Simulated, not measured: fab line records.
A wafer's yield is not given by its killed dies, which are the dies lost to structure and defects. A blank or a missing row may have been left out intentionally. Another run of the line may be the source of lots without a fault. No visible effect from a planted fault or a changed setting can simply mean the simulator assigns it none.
fab line records || flow berkeley_cmos170
[record] {"lots": 14, "wafers": 42, "last_day": 11}
route steps=331 shown CONTACT@217
lots that met no fault: from a run of the same line without faults
start_h: hours from the record's opening day to when the first of the lot's shown wafers began || wait_h: how many hours have passed since the lot's step before this one || " as in the row above || L1.1+2: several wafers, shown together as one row || - no value, or no start given || * or withheld: withheld || < > ~ a bound
route shown NAME@n: a module of which the file shows steps, and the number in the route of the first || usual: average and standard deviation across the fault-free wafers || same: alike in all rows || chamber/n: place in a boat || sites: the reading at each site || _std_site: the standard deviation of these || _edge_site: outer sites' mean less inner sites' || radius_mm: how far each site lies from the wafer's centre || mask NAME#n: copy n || behind: the last tool/chamber to shape the wafer || hold: why the lot was held/for how many hours/how that ended || device: the n, p or np transistor that did not switch || end of line: at the end of the route, the tests of the same wafers || a step with no rows: only its recipe || killed: at the first sort, the dies lost to defects and structure; wafer yield is something else || map: per-die view of a wafer (x killed, . not killed, _ where there is no die)
set.NAME: the setting as run; set.NAME@STEP: as run at that earlier step || model.NAME: the simulator's own value behind a step, which no gauge read
steps of the route over a sample of lots; a table a step, a row a wafer
services: from which hour (start_h, from the record's first day; less than 0 if before it) a tool's chamber was out of use, for how many hours, and why
[[steps]]
[step UCB170_CONTACT_CVD_01]
[recipe] {"material": "PSG", "target_thk_nm": 700, "temp_c": 450, "precursor": "SiH4/O2/PH3", "time_s": 2820, "pressure_mtorr": 300, "sih4_flow_sccm": 60, "o2_flow_sccm": 90, "ph3_flow_sccm": 25}
[usual] {"o2_flow_sccm": "90.02/0.24", "pressure_mtorr": "300.0/0.59", "spike_tc_load_C": "468.9/1.5"}
{"lot.wafer": "L961.1", "tool": "lpcvd-02", "chamber": 0, "start_h": 150.06, "wait_h": 0.0, "o2_flow_sccm": 89.81, "pressure_mtorr": 299.9, "spike_tc_load_C": 471.2}
{"lot.wafer": "L961.5", "tool": "lpcvd-02", "chamber": 0, "start_h": 150.06, "wait_h": 0.0, "o2_flow_sccm": 89.89, "pressure_mtorr": 298.8, "spike_tc_load_C": 468.2}
{"lot.wafer": "L961.6", "tool": "lpcvd-02", "chamber": 0, "start_h": 150.06, "wait_h": 0.0, "o2_flow_sccm": 89.78, "pressure_mtorr": 299.4, "spike_tc_load_C": 468.3}
{"lot.wafer": "L962.2", "tool": "lpcvd-02", "chamber": 1, "start_h": 157.81, "wait_h": 0.0, "o2_flow_sccm": 90.04, "pressure_mtorr": 299.7, "spike_tc_load_C": 467.5}
{"lot.wafer": "L962.4", "tool": "lpcvd-02", "chamber": 1, "start_h": 157.81, "wait_h": 0.0, "o2_flow_sccm": 90.16, "pressure_mtorr": 300.2, "spike_tc_load_C": 467.2}
{"lot.wafer": "L962.5", "tool": "lpcvd-02", "chamber": 1, "start_h": 157.81, "wait_h": 0.0, "o2_flow_sccm": 89.96, "pressure_mtorr": 299.2, "spike_tc_load_C": 468.7}
{"lot.wafer": "L964.2", "tool": "lpcvd-01", "chamber": 0, "start_h": 158.59, "wait_h": 0.6, "o2_flow_sccm": 90.77, "pressure_mtorr": 299.8, "spike_tc_load_C": 468.1}
{"lot.wafer": "L964.3", "tool": "lpcvd-01", "chamber": 0, "start_h": 158.59, "wait_h": 0.6, "o2_flow_sccm": 90.15, "pressure_mtorr": 299.3, "spike_tc_load_C": 467.6}
{"lot.wafer": "L964.4", "tool": "lpcvd-01", "chamber": 0, "start_h": 158.59, "wait_h": 0.6, "o2_flow_sccm": 90.57, "pressure_mtorr": 299.6, "spike_tc_load_C": 466.9}
{"lot.wafer": "L963.1", "tool": "lpcvd-02", "chamber": 1, "start_h": 159.60, "wait_h": 0.9, "o2_flow_sccm": 90.06, "pressure_mtorr": 300.0, "spike_tc_load_C": 468.3}
{"lot.wafer": "L963.2", "tool": "lpcvd-02", "chamber": 1, "start_h": 159.60, "wait_h": 0.9, "o2_flow_sccm": 90.08, "pressure_mtorr": 299.9, "spike_tc_load_C": 468.6}
{"lot.wafer": "L963.6", "tool": "lpcvd-02", "chamber": 1, "start_h": 159.60, "wait_h": 0.9, "o2_flow_sccm": 89.83, "pressure_mtorr": 300.6, "spike_tc_load_C": 467.8}
{"lot.wafer": "L966.2", "tool": "lpcvd-02", "chamber": 1, "start_h": 168.32, "wait_h": 0.0, "o2_flow_sccm": 89.82, "pressure_mtorr": 299.5, "spike_tc_load_C": 466.8}
{"lot.wafer": "L966.3", "tool": "lpcvd-02", "chamber": 1, "start_h": 168.32, "wait_h": 0.0, "o2_flow_sccm": 90.10, "pressure_mtorr": 300.2, "spike_tc_load_C": 468.6}
{"lot.wafer": "L966.4", "tool": "lpcvd-02", "chamber": 1, "start_h": 168.32, "wait_h": 0.0, "o2_flow_sccm": 89.80, "pressure_mtorr": 299.1, "spike_tc_load_C": 469.2}
{"lot.wafer": "L967.2", "tool": "lpcvd-02", "chamber": 0, "start_h": 170.11, "wait_h": 1.4, "o2_flow_sccm": 89.88, "pressure_mtorr": 299.2, "spike_tc_load_C": 469.9}
{"lot.wafer": "L967.3", "tool": "lpcvd-02", "chamber": 0, "start_h": 170.11, "wait_h": 1.4, "o2_flow_sccm": 89.98, "pressure_mtorr": 299.5, "spike_tc_load_C": 467.7}
{"lot.wafer": "L967.4", "tool": "lpcvd-02", "chamber": 0, "start_h": 170.11, "wait_h": 1.4, "o2_flow_sccm": 90.20, "pressure_mtorr": 300.4, "spike_tc_load_C": 467.3}
{"lot.wafer": "L968.1", "tool": "lpcvd-02", "chamber": 0, "start_h": 182.96, "wait_h": 0.2, "o2_flow_sccm": 89.75, "pressure_mtorr": 300.8, "spike_tc_load_C": 468.7}
{"lot.wafer": "L968.2", "tool": "lpcvd-02", "chamber": 0, "start_h": 182.96, "wait_h": 0.2, "o2_flow_sccm": 90.04, "pressure_mtorr": 300.5, "spike_tc_load_C": 467.7}
{"lot.wafer": "L968.6", "tool": "lpcvd-02", "chamber": 0, "start_h": 182.96, "wait_h": 0.2, "o2_flow_sccm": 90.27, "pressure_mtorr": 300.4, "spike_tc_load_C": 469.1}
{"lot.wafer": "L970.1", "tool": "lpcvd-02", "chamber": 0, "start_h": 182.96, "wait_h": 0.5, "o2_flow_sccm": 89.76, "pressure_mtorr": 301.2, "spike_tc_load_C": 468.5}
{"lot.wafer": "L970.2", "tool": "lpcvd-02", "chamber": 0, "start_h": 182.96, "wait_h": 0.5, "o2_flow_sccm": 89.84, "pressure_mtorr": 300.3, "spike_tc_load_C": 470.0}
{"lot.wafer": "L970.5", "tool": "lpcvd-02", "chamber": 0, "start_h": 182.96, "wait_h": 0.5, "o2_flow_sccm": 90.17, "pressure_mtorr": 300.6, "spike_tc_load_C": 469.5}
{"lot.wafer": "L971.3", "tool": "lpcvd-01", "chamber": 1, "start_h": 184.80, "wait_h": 1.4, "o2_flow_sccm": 90.34, "pressure_mtorr": 301.8, "spike_tc_load_C": 471.0}
{"lot.wafer": "L971.5", "tool": "lpcvd-01", "chamber": 1, "start_h": 184.80, "wait_h": 1.4, "o2_flow_sccm": 90.35, "pressure_mtorr": 300.8, "spike_tc_load_C": 471.6}
{"lot.wafer": "L971.6", "tool": "lpcvd-01", "chamber": 1, "start_h": 184.80, "wait_h": 1.4, "o2_flow_sccm": 89.98, "pressure_mtorr": 299.4, "spike_tc_load_C": 469.1}
{"lot.wafer": "L972.1", "tool": "lpcvd-02", "chamber": 0, "start_h": 193.17, "wait_h": 0.0, "o2_flow_sccm": 89.74, "pressure_mtorr": 299.6, "spike_tc_load_C": 470.3}
{"lot.wafer": "L972.4", "tool": "lpcvd-02", "chamber": 0, "start_h": 193.17, "wait_h": 0.0, "o2_flow_sccm": 89.82, "pressure_mtorr": 299.7, "spike_tc_load_C": 468.8}
{"lot.wafer": "L972.5", "tool": "lpcvd-02", "chamber": 0, "start_h": 193.17, "wait_h": 0.0, "o2_flow_sccm": 89.85, "pressure_mtorr": 300.0, "spike_tc_load_C": 468.8}
{"lot.wafer": "L975.2", "tool": "lpcvd-02", "chamber": 0, "start_h": 208.05, "wait_h": 0.9, "o2_flow_sccm": 89.94, "pressure_mtorr": 300.1, "spike_tc_load_C": 467.7}
{"lot.wafer": "L975.5", "tool": "lpcvd-02", "chamber": 0, "start_h": 208.05, "wait_h": 0.9, "o2_flow_sccm": 89.81, "pressure_mtorr": 300.3, "spike_tc_load_C": 469.2}
{"lot.wafer": "L975.6", "tool": "lpcvd-02", "chamber": 0, "start_h": 208.05, "wait_h": 0.9, "o2_flow_sccm": 90.02, "pressure_mtorr": 299.6, "spike_tc_load_C": 466.8}
{"lot.wafer": "L976.1", "tool": "lpcvd-02", "chamber": 0, "start_h": 208.05, "wait_h": 0.9, "o2_flow_sccm": 90.37, "pressure_mtorr": 299.8, "spike_tc_load_C": 469.0}
{"lot.wafer": "L976.2", "tool": "lpcvd-02", "chamber": 0, "start_h": 208.05, "wait_h": 0.9, "o2_flow_sccm": 90.24, "pressure_mtorr": 300.4, "spike_tc_load_C": 467.4}
{"lot.wafer": "L976.3", "tool": "lpcvd-02", "chamber": 0, "start_h": 208.05, "wait_h": 0.9, "o2_flow_sccm": 89.68, "pressure_mtorr": 299.3, "spike_tc_load_C": 470.5}
{"lot.wafer": "L980.1", "tool": "lpcvd-01", "chamber": 0, "start_h": 242.04, "wait_h": 1.3, "o2_flow_sccm": 90.27, "pressure_mtorr": 299.1, "spike_tc_load_C": 467.2}
{"lot.wafer": "L980.3", "tool": "lpcvd-01", "chamber": 0, "start_h": 242.04, "wait_h": 1.3, "o2_flow_sccm": 90.26, "pressure_mtorr": 300.9, "spike_tc_load_C": 468.2}
{"lot.wafer": "L980.5", "tool": "lpcvd-01", "chamber": 0, "start_h": 242.04, "wait_h": 1.3, "o2_flow_sccm": 90.24, "pressure_mtorr": 300.2, "spike_tc_load_C": 467.5}
{"lot.wafer": "L983.1", "tool": "lpcvd-01", "chamber": 1, "start_h": 251.77, "wait_h": 0.0, "o2_flow_sccm": 89.52, "pressure_mtorr": 300.5, "spike_tc_load_C": 471.3}
{"lot.wafer": "L983.2", "tool": "lpcvd-01", "chamber": 1, "start_h": 251.77, "wait_h": 0.0, "o2_flow_sccm": 90.02, "pressure_mtorr": 302.0, "spike_tc_load_C": 472.3}
{"lot.wafer": "L983.3", "tool": "lpcvd-01", "chamber": 1, "start_h": 251.77, "wait_h": 0.0, "o2_flow_sccm": 90.00, "pressure_mtorr": 301.4, "spike_tc_load_C": 469.7}
[step UCB170_CONTACT_THK_MEAS_02]
[recipe] {"reads": "PSG_of_CONTACT_CVD_01"}
[usual] {"CONTACT_PSG_THK": "699/6.4"}
{"lot.wafer": "L961.1", "tool": "film_metro-01", "chamber": "-", "start_h": 151.85, "wait_h": 0.0, "CONTACT_PSG_THK[nm]": 699}
{"lot.wafer": "L961.5", "tool": "film_metro-01", "chamber": "-", "start_h": 151.85, "wait_h": 0.0, "CONTACT_PSG_THK[nm]": 698}
{"lot.wafer": "L961.6", "tool": "film_metro-01", "chamber": "-", "start_h": 151.85, "wait_h": 0.0, "CONTACT_PSG_THK[nm]": 705}
{"lot.wafer": "L962.2", "tool": "film_metro-01", "chamber": "-", "start_h": 159.61, "wait_h": 0.0, "CONTACT_PSG_THK[nm]": 700}
{"lot.wafer": "L962.4", "tool": "film_metro-01", "chamber": "-", "start_h": 159.61, "wait_h": 0.0, "CONTACT_PSG_THK[nm]": 702}
{"lot.wafer": "L962.5", "tool": "film_metro-01", "chamber": "-", "start_h": 159.61, "wait_h": 0.0, "CONTACT_PSG_THK[nm]": 705}
{"lot.wafer": "L964.2", "tool": "film_metro-02", "chamber": "-", "start_h": 160.39, "wait_h": 0.0, "CONTACT_PSG_THK[nm]": 686}
{"lot.wafer": "L964.3", "tool": "film_metro-02", "chamber": "-", "start_h": 160.39, "wait_h": 0.0, "CONTACT_PSG_THK[nm]": 687}
{"lot.wafer": "L964.4", "tool": "film_metro-02", "chamber": "-", "start_h": 160.39, "wait_h": 0.0, "CONTACT_PSG_THK[nm]": 687}
{"lot.wafer": "L963.1", "tool": "film_metro-02", "chamber": "-", "start_h": 161.38, "wait_h": 0.0, "CONTACT_PSG_THK[nm]": 694}
{"lot.wafer": "L963.2", "tool": "film_metro-02", "chamber": "-", "start_h": 161.38, "wait_h": 0.0, "CONTACT_PSG_THK[nm]": 696}
{"lot.wafer": "L963.6", "tool": "film_metro-02", "chamber": "-", "start_h": 161.38, "wait_h": 0.0, "CONTACT_PSG_THK[nm]": 696}
{"lot.wafer": "L966.2", "tool": "film_metro-01", "chamber": "-", "start_h": 170.12, "wait_h": 0.0, "CONTACT_PSG_THK[nm]": 699}
{"lot.wafer": "L966.3", "tool": "film_metro-01", "chamber": "-", "start_h": 170.12, "wait_h": 0.0, "CONTACT_PSG_THK[nm]": 700}
{"lot.wafer": "L966.4", "tool": "film_metro-01", "chamber": "-", "start_h": 170.12, "wait_h": 0.0, "CONTACT_PSG_THK[nm]": 702}
{"lot.wafer": "L967.2", "tool": "film_metro-02", "chamber": "-", "start_h": 171.90, "wait_h": 0.0, "CONTACT_PSG_THK[nm]": 698}
{"lot.wafer": "L967.3", "tool": "film_metro-02", "chamber": "-", "start_h": 171.90, "wait_h": 0.0, "CONTACT_PSG_THK[nm]": 691}
{"lot.wafer": "L967.4", "tool": "film_metro-02", "chamber": "-", "start_h": 171.90, "wait_h": 0.0, "CONTACT_PSG_THK[nm]": 699}
{"lot.wafer": "L968.1", "tool": "film_metro-01", "chamber": "-", "start_h": 184.75, "wait_h": 0.0, "CONTACT_PSG_THK[nm]": 705}
{"lot.wafer": "L968.2", "tool": "film_metro-01", "chamber": "-", "start_h": 184.75, "wait_h": 0.0, "CONTACT_PSG_THK[nm]": 706}
{"lot.wafer": "L968.6", "tool": "film_metro-01", "chamber": "-", "start_h": 184.75, "wait_h": 0.0, "CONTACT_PSG_THK[nm]": 708}
{"lot.wafer": "L970.1", "tool": "film_metro-03", "chamber": "-", "start_h": 184.75, "wait_h": 0.0, "CONTACT_PSG_THK[nm]": 688}
{"lot.wafer": "L970.2", "tool": "film_metro-03", "chamber": "-", "start_h": 184.75, "wait_h": 0.0, "CONTACT_PSG_THK[nm]": 692}
{"lot.wafer": "L970.5", "tool": "film_metro-03", "chamber": "-", "start_h": 184.75, "wait_h": 0.0, "CONTACT_PSG_THK[nm]": 690}
{"lot.wafer": "L971.3", "tool": "film_metro-02", "chamber": "-", "start_h": 186.61, "wait_h": 0.0, "CONTACT_PSG_THK[nm]": 693}
{"lot.wafer": "L971.5", "tool": "film_metro-02", "chamber": "-", "start_h": 186.61, "wait_h": 0.0, "CONTACT_PSG_THK[nm]": 691}
{"lot.wafer": "L971.6", "tool": "film_metro-02", "chamber": "-", "start_h": 186.61, "wait_h": 0.0, "CONTACT_PSG_THK[nm]": 691}
{"lot.wafer": "L972.1", "tool": "film_metro-01", "chamber": "-", "start_h": 194.95, "wait_h": 0.0, "CONTACT_PSG_THK[nm]": 714}
{"lot.wafer": "L972.4", "tool": "film_metro-01", "chamber": "-", "start_h": 194.95, "wait_h": 0.0, "CONTACT_PSG_THK[nm]": 709}
{"lot.wafer": "L972.5", "tool": "film_metro-01", "chamber": "-", "start_h": 194.95, "wait_h": 0.0, "CONTACT_PSG_THK[nm]": 710}
{"lot.wafer": "L976.1", "tool": "film_metro-01", "chamber": "-", "start_h": 209.83, "wait_h": 0.0, "CONTACT_PSG_THK[nm]": 974}
{"lot.wafer": "L976.2", "tool": "film_metro-01", "chamber": "-", "start_h": 209.83, "wait_h": 0.0, "CONTACT_PSG_THK[nm]": 977}
{"lot.wafer": "L976.3", "tool": "film_metro-01", "chamber": "-", "start_h": 209.83, "wait_h": 0.0, "CONTACT_PSG_THK[nm]": 976}
{"lot.wafer": "L975.2", "tool": "film_metro-03", "chamber": "-", "start_h": 209.84, "wait_h": 0.0, "CONTACT_PSG_THK[nm]": 985}
{"lot.wafer": "L975.5", "tool": "film_metro-03", "chamber": "-", "start_h": 209.84, "wait_h": 0.0, "CONTACT_PSG_THK[nm]": 981}
{"lot.wafer": "L975.6", "tool": "film_metro-03", "chamber": "-", "start_h": 209.84, "wait_h": 0.0, "CONTACT_PSG_THK[nm]": 984}
{"lot.wafer": "L980.1", "tool": "film_metro-02", "chamber": "-", "start_h": 243.83, "wait_h": 0.0, "CONTACT_PSG_THK[nm]": 699}
{"lot.wafer": "L980.3", "tool": "film_metro-02", "chamber": "-", "start_h": 243.83, "wait_h": 0.0, "CONTACT_PSG_THK[nm]": 693}
{"lot.wafer": "L980.5", "tool": "film_metro-02", "chamber": "-", "start_h": 243.83, "wait_h": 0.0, "CONTACT_PSG_THK[nm]": 697}
{"lot.wafer": "L983.1", "tool": "film_metro-01", "chamber": "-", "start_h": 253.55, "wait_h": 0.0, "CONTACT_PSG_THK[nm]": 704}
{"lot.wafer": "L983.2", "tool": "film_metro-01", "chamber": "-", "start_h": 253.55, "wait_h": 0.0, "CONTACT_PSG_THK[nm]": 700}
{"lot.wafer": "L983.3", "tool": "film_metro-01", "chamber": "-", "start_h": 253.55, "wait_h": 0.0, "CONTACT_PSG_THK[nm]": 695}
[step UCB170_CONTACT_ETCH_18]
[recipe] {"chemistry": "CHF3/CF4/Ar", "target": "PSG", "stop_on": "TiSi2", "CHF3_flow_sccm": 45, "cf4_flow_sccm": 15, "Ar_flow_sccm": 150, "pressure_mtorr": 200, "rf_w": 700, "target_depth_a": 8400, "over_etch_frac": 0.2, "time_s": 195}
[usual] {"drypump_motor_current_A": "5.6/0.37", "oes_product_au": "0.886/0.012", "throttle_valve_pct": "6.88/0.11"}
{"lot.wafer": "L961.1", "tool": "rie_diel-02", "chamber": 2, "start_h": "-", "wait_h": "-", "drypump_motor_current_A": 6.4, "oes_product_au": 0.883, "rf_hours_counter_h": 32, "throttle_valve_pct": 6.77}
{"lot.wafer": "L961.5", "tool": "rie_diel-02", "chamber": 0, "start_h": "-", "wait_h": "-", "drypump_motor_current_A": 5.5, "oes_product_au": 0.897, "rf_hours_counter_h": "-", "throttle_valve_pct": 7.04}
{"lot.wafer": "L961.6", "tool": "rie_diel-02", "chamber": 1, "start_h": "-", "wait_h": "-", "drypump_motor_current_A": 5.4, "oes_product_au": 0.880, "rf_hours_counter_h": "-", "throttle_valve_pct": 7.01}
{"lot.wafer": "L962.2", "tool": "rie_diel-04", "chamber": 2, "start_h": "-", "wait_h": "-", "drypump_motor_current_A": 5.1, "oes_product_au": 0.896, "rf_hours_counter_h": 59, "throttle_valve_pct": 6.87}
{"lot.wafer": "L962.4", "tool": "rie_diel-04", "chamber": 1, "start_h": "-", "wait_h": "-", "drypump_motor_current_A": 5.8, "oes_product_au": 0.878, "rf_hours_counter_h": 134, "throttle_valve_pct": 7.10}
{"lot.wafer": "L962.5", "tool": "rie_diel-04", "chamber": 1, "start_h": "-", "wait_h": "-", "drypump_motor_current_A": 5.8, "oes_product_au": 0.884, "rf_hours_counter_h": "-", "throttle_valve_pct": 7.11}
{"lot.wafer": "L964.2", "tool": "rie_diel-02", "chamber": 1, "start_h": "-", "wait_h": "-", "drypump_motor_current_A": 5.4, "oes_product_au": 0.880, "rf_hours_counter_h": 133, "throttle_valve_pct": 7.00}
{"lot.wafer": "L964.3", "tool": "rie_diel-02", "chamber": 3, "start_h": "-", "wait_h": "-", "drypump_motor_current_A": 5.5, "oes_product_au": 0.880, "rf_hours_counter_h": 120, "throttle_valve_pct": 6.90}
{"lot.wafer": "L964.4", "tool": "rie_diel-02", "chamber": 0, "start_h": "-", "wait_h": "-", "drypump_motor_current_A": 5.5, "oes_product_au": 0.893, "rf_hours_counter_h": 131, "throttle_valve_pct": 7.05}
{"lot.wafer": "L963.1", "tool": "rie_diel-03", "chamber": 2, "start_h": "-", "wait_h": "-", "drypump_motor_current_A": 5.2, "oes_product_au": 0.890, "rf_hours_counter_h": 139, "throttle_valve_pct": 6.70}
{"lot.wafer": "L963.2", "tool": "rie_diel-03", "chamber": 3, "start_h": "-", "wait_h": "-", "drypump_motor_current_A": 5.5, "oes_product_au": 0.884, "rf_hours_counter_h": 82, "throttle_valve_pct": 6.84}
{"lot.wafer": "L963.6", "tool": "rie_diel-03", "chamber": 0, "start_h": "-", "wait_h": "-", "drypump_motor_current_A": 5.4, "oes_product_au": 0.874, "rf_hours_counter_h": "-", "throttle_valve_pct": 6.86}
{"lot.wafer": "L966.2", "tool": "rie_diel-03", "chamber": 0, "start_h": "-", "wait_h": "-", "drypump_motor_current_A": 5.4, "oes_product_au": 0.866, "rf_hours_counter_h": 39, "throttle_valve_pct": 6.88}
{"lot.wafer": "L966.3", "tool": "rie_diel-03", "chamber": 2, "start_h": "-", "wait_h": "-", "drypump_motor_current_A": 5.2, "oes_product_au": 0.905, "rf_hours_counter_h": 140, "throttle_valve_pct": 6.71}
{"lot.wafer": "L966.4", "tool": "rie_diel-03", "chamber": 1, "start_h": "-", "wait_h": "-", "drypump_motor_current_A": 5.6, "oes_product_au": 0.880, "rf_hours_counter_h": 109, "throttle_valve_pct": 6.74}
{"lot.wafer": "L967.2", "tool": "rie_diel-03", "chamber": 1, "start_h": "-", "wait_h": "-", "drypump_motor_current_A": 5.6, "oes_product_au": 0.879, "rf_hours_counter_h": 109, "throttle_valve_pct": 6.73}
{"lot.wafer": "L967.3", "tool": "rie_diel-03", "chamber": 3, "start_h": "-", "wait_h": "-", "drypump_motor_current_A": 5.5, "oes_product_au": 0.889, "rf_hours_counter_h": 83, "throttle_valve_pct": 6.87}
{"lot.wafer": "L967.4", "tool": "rie_diel-03", "chamber": 0, "start_h": "-", "wait_h": "-", "drypump_motor_current_A": 5.5, "oes_product_au": 0.866, "rf_hours_counter_h": 39, "throttle_valve_pct": 6.86}
{"lot.wafer": "L968.1", "tool": "rie_diel-04", "chamber": 2, "start_h": "-", "wait_h": "-", "drypump_motor_current_A": 5.0, "oes_product_au": 0.908, "rf_hours_counter_h": 60, "throttle_valve_pct": 6.88}
{"lot.wafer": "L968.2", "tool": "rie_diel-04", "chamber": 3, "start_h": "-", "wait_h": "-", "drypump_motor_current_A": 5.1, "oes_product_au": 0.907, "rf_hours_counter_h": 137, "throttle_valve_pct": 6.82}
{"lot.wafer": "L968.6", "tool": "rie_diel-04", "chamber": 2, "start_h": "-", "wait_h": "-", "drypump_motor_current_A": 5.0, "oes_product_au": 0.904, "rf_hours_counter_h": "-", "throttle_valve_pct": 6.87}
{"lot.wafer": "L970.1", "tool": "rie_diel-02", "chamber": 0, "start_h": "-", "wait_h": "-", "drypump_motor_current_A": 5.5, "oes_product_au": 0.885, "rf_hours_counter_h": 132, "throttle_valve_pct": 7.05}
{"lot.wafer": "L970.2", "tool": "rie_diel-02", "chamber": 2, "start_h": "-", "wait_h": "-", "drypump_motor_current_A": 6.4, "oes_product_au": 0.877, "rf_hours_counter_h": 33, "throttle_valve_pct": 6.80}
{"lot.wafer": "L970.5", "tool": "rie_diel-02", "chamber": 0, "start_h": "-", "wait_h": "-", "drypump_motor_current_A": 5.5, "oes_product_au": 0.887, "rf_hours_counter_h": "-", "throttle_valve_pct": 7.05}
{"lot.wafer": "L971.3", "tool": "rie_diel-04", "chamber": 2, "start_h": "-", "wait_h": "-", "drypump_motor_current_A": 5.1, "oes_product_au": 0.895, "rf_hours_counter_h": 61, "throttle_valve_pct": 6.87}
{"lot.wafer": "L971.5", "tool": "rie_diel-04", "chamber": 3, "start_h": "-", "wait_h": "-", "drypump_motor_current_A": 5.1, "oes_product_au": 0.880, "rf_hours_counter_h": "-", "throttle_valve_pct": 6.83}
{"lot.wafer": "L971.6", "tool": "rie_diel-04", "chamber": 2, "start_h": "-", "wait_h": "-", "drypump_motor_current_A": 5.1, "oes_product_au": 0.887, "rf_hours_counter_h": "-", "throttle_valve_pct": 6.88}
{"lot.wafer": "L972.1", "tool": "rie_diel-04", "chamber": 3, "start_h": "-", "wait_h": "-", "drypump_motor_current_A": 5.1, "oes_product_au": 0.911, "rf_hours_counter_h": 138, "throttle_valve_pct": 6.84}
{"lot.wafer": "L972.4", "tool": "rie_diel-04", "chamber": 1, "start_h": "-", "wait_h": "-", "drypump_motor_current_A": 5.8, "oes_product_au": 0.883, "rf_hours_counter_h": 136, "throttle_valve_pct": 7.11}
{"lot.wafer": "L972.5", "tool": "rie_diel-04", "chamber": 2, "start_h": "-", "wait_h": "-", "drypump_motor_current_A": 5.1, "oes_product_au": 0.903, "rf_hours_counter_h": "-", "throttle_valve_pct": 6.86}
{"lot.wafer": "L975.2", "tool": "rie_diel-02", "chamber": 2, "start_h": "-", "wait_h": "-", "drypump_motor_current_A": 6.4, "oes_product_au": 1.001, "rf_hours_counter_h": 35, "throttle_valve_pct": 6.79}
{"lot.wafer": "L975.5", "tool": "rie_diel-02", "chamber": 3, "start_h": "-", "wait_h": "-", "drypump_motor_current_A": 5.5, "oes_product_au": 1.014, "rf_hours_counter_h": "-", "throttle_valve_pct": 6.89}
{"lot.wafer": "L975.6", "tool": "rie_diel-02", "chamber": 2, "start_h": "-", "wait_h": "-", "drypump_motor_current_A": 6.4, "oes_product_au": 1.001, "rf_hours_counter_h": "-", "throttle_valve_pct": 6.80}
{"lot.wafer": "L976.1", "tool": "rie_diel-03", "chamber": 0, "start_h": "-", "wait_h": "-", "drypump_motor_current_A": 5.5, "oes_product_au": 0.975, "rf_hours_counter_h": 42, "throttle_valve_pct": 6.88}
{"lot.wafer": "L976.2", "tool": "rie_diel-03", "chamber": 3, "start_h": "-", "wait_h": "-", "drypump_motor_current_A": 5.5, "oes_product_au": 0.979, "rf_hours_counter_h": 85, "throttle_valve_pct": 6.85}
{"lot.wafer": "L976.3", "tool": "rie_diel-03", "chamber": 1, "start_h": "-", "wait_h": "-", "drypump_motor_current_A": 5.6, "oes_product_au": 0.964, "rf_hours_counter_h": 112, "throttle_valve_pct": 6.74}
{"lot.wafer": "L980.1", "tool": "rie_diel-02", "chamber": 3, "start_h": "-", "wait_h": "-", "drypump_motor_current_A": 5.5, "oes_product_au": 0.888, "rf_hours_counter_h": 124, "throttle_valve_pct": 6.90}
{"lot.wafer": "L980.3", "tool": "rie_diel-02", "chamber": 2, "start_h": "-", "wait_h": "-", "drypump_motor_current_A": 6.4, "oes_product_au": 0.886, "rf_hours_counter_h": 36, "throttle_valve_pct": 6.78}
{"lot.wafer": "L980.5", "tool": "rie_diel-02", "chamber": 2, "start_h": "-", "wait_h": "-", "drypump_motor_current_A": 6.4, "oes_product_au": 0.873, "rf_hours_counter_h": "-", "throttle_valve_pct": 6.78}
{"lot.wafer": "L983.1", "tool": "rie_diel-04", "chamber": 2, "start_h": "-", "wait_h": "-", "drypump_motor_current_A": 5.1, "oes_product_au": 0.902, "rf_hours_counter_h": 63, "throttle_valve_pct": 6.86}
{"lot.wafer": "L983.2", "tool": "rie_diel-04", "chamber": 0, "start_h": "-", "wait_h": "-", "drypump_motor_current_A": 5.9, "oes_product_au": 0.901, "rf_hours_counter_h": 96, "throttle_valve_pct": 6.89}
{"lot.wafer": "L983.3", "tool": "rie_diel-04", "chamber": 1, "start_h": "-", "wait_h": "-", "drypump_motor_current_A": 5.8, "oes_product_au": 0.871, "rf_hours_counter_h": 138, "throttle_valve_pct": 7.10}
[[services]]
{"tool": "rie_diel-03", "chamber": 1, "start_h": 133.39, "hours": 4.7, "kind": "repair"}
{"tool": "rie_diel-03", "chamber": 0, "start_h": 135.29, "hours": 7.5, "kind": "repair"}
{"tool": "rie_diel-02", "chamber": "-", "start_h": 152.80, "hours": 0.3, "kind": "repair"}
{"tool": "rie_diel-04", "chamber": 3, "start_h": 169.45, "hours": 1.2, "kind": "repair"}
{"tool": "rie_diel-02", "chamber": "-", "start_h": 169.49, "hours": 10.3, "kind": "repair"}
{"tool": "rie_diel-04", "chamber": "-", "start_h": 202.55, "hours": 14.6, "kind": "pm"}
{"tool": "rie_diel-03", "chamber": 2, "start_h": 210.61, "hours": 5.7, "kind": "repair"}
{"tool": "rie_diel-03", "chamber": 3, "start_h": 221.04, "hours": 6.2, "kind": "repair"}
{"tool": "rie_diel-03", "chamber": 2, "start_h": 235.69, "hours": "-", "kind": "clean"}
{"tool": "rie_diel-03", "chamber": 2, "start_h": 235.69, "hours": 17.2, "kind": "scheduled_down"}
{"tool": "rie_diel-03", "chamber": 2, "start_h": 235.69, "hours": 17.2, "kind": "vent_cycle"}
{"tool": "rie_diel-04", "chamber": 3, "start_h": 248.31, "hours": "-", "kind": "clean"}
{"tool": "rie_diel-04", "chamber": 3, "start_h": 248.31, "hours": 19.1, "kind": "scheduled_down"}
{"tool": "rie_diel-04", "chamber": 3, "start_h": 248.31, "hours": 19.1, "kind": "vent_cycle"}
{"tool": "rie_diel-02", "chamber": 1, "start_h": 254.75, "hours": "-", "kind": "clean"}
{"tool": "rie_diel-02", "chamber": 1, "start_h": 254.75, "hours": 15.7, "kind": "scheduled_down"}
{"tool": "rie_diel-02", "chamber": 1, "start_h": 254.75, "hours": 15.7, "kind": "vent_cycle"}
[[key]]
[first_sign] {"step": "UCB170_CONTACT_THK_MEAS_02", "reading": "CONTACT_PSG_THK", "direction": "up", "sigmas": 44, "usual": 699, "struck": 979}
[effect] {"step": "UCB170_CONTACT_ETCH_18", "reading": "oes_product_au", "direction": "up", "sigmas": 8.6, "usual": 0.886, "struck": 0.989}
met_at UCB170_CONTACT_CVD_01
struck_lots L975,L976
struck_wafers L975.2,L975.5,L975.6,L976.1,L976.2,L976.3
later_rows_left_out L975.2,L975.5,L975.6,L976.1,L976.2,L976.3
sort_left_out L975.2,L975.5,L975.6,L976.1,L976.2,L976.3
tester_left_out L975,L976
onset_between 193.17 208.05
[fault] {"kind": "process_parameter_drift", "tool": "lpcvd-02", "chamber": 0, "onset_h": 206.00, "steps": "UCB170_CONTACT_CVD_01", "channel": "target_thk_nm", "offset": 280, "shape": "step", "end_h": 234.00, "acts_in": "these_recipes_only", "stated": 700}
// tester_left_out: of these lots the tester's yield and bins aren't shown, on N5 and GAA mostly nor the transistor test; their killed dies are dies lost to structure and defects alone, not to doping, threshold or leakage, so they don't give the yield
// sort_left_out: the simulated sort isn't trusted on such a fault, so these wafers' sort isn't shown, and their yield isn't known
// later_rows_left_out: the simulator's readings of these wafers behind a module that went badly wrong aren't trusted and aren't shown, but for the sort
